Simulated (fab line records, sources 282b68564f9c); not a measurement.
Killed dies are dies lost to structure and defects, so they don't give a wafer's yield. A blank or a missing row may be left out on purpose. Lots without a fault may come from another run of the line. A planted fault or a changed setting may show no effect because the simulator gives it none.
One fault seen from 2 desks | flow rit_cmos | each desk has only its own numbers; what lay behind them comes last

THE METROLOGY DESK
What the gauges read, lot by lot, whatever tool the lot ran on: means of the sampled wafers that have a number. A lot is out of limits, marked OUT, if its mean lies more than 4 standard deviations from the usual mean; the brackets give that distance.
Columns: A = NWELL_OVL at RIT_NWELL_OVL_MEAS_06, usual -0.5 nm; B = PWELL_RS at RIT_WELLDRIVE_RS_MEAS_02, usual 429.6 ohm/sq
lot  | first seen here | A    | B
L921 | day 1 23:01     | -2.0 | 429.3
L922 | day 2 01:54     | -0.2 | 430.7
L923 | day 2 06:23     | -4.4 | 430.5
L925 | day 2 17:03     | 1.0  | 430.0
L926 | day 2 23:08     | -1.2 | 430.4
L927 | day 3 03:41     | -1.8 | 428.9
L928 | day 3 09:26     | -1.3 | 430.4
L933 | day 4 10:04     | 0.8  | 428.2
L936 | day 4 23:31     | 0.5  | 430.9
L938 | day 5 11:17     | -1.6 | 429.4
L939 | day 5 17:38     | 1.3  | 430.9
L941 | day 6 00:23     | 3.6  | 429.1
L942 | day 6 05:38     | 1.0  | 428.7
L943 | day 6 10:19     | -1.3 | 431.5
L944 | day 6 16:49     | 1.1  | 428.9
This desk's finding: nothing out of limits on any of the 15 lots.

THE TOOL OWNER'S DESK: litho_track-04
The tool's own readings at RIT_PLDD_DEVELOP_05 (develop time 50 s): means of the sampled wafers that have a number, for each lot that ran on this tool. A lot is out of limits, marked OUT, if its mean lies more than 4 standard deviations from the usual mean; the brackets give that distance.
Columns: A = chill_plate_temp_C at RIT_PLDD_DEVELOP_05, usual 23.00 C
lot  | first seen here | A
L921 | day 2 21:00     | 22.98
L922 | day 2 23:00     | 22.98
L928 | day 4 08:00     | 22.98
L933 | day 5 08:00     | 23.06
L939 | day 6 15:00     | 22.98
This desk's finding: nothing out of limits on any of the 5 lots.

PUT TOGETHER
The metrology desk saw nothing out of limits.
The tool owner's desk saw nothing out of limits.

WHAT THE SIMULATOR HAD PUT IN
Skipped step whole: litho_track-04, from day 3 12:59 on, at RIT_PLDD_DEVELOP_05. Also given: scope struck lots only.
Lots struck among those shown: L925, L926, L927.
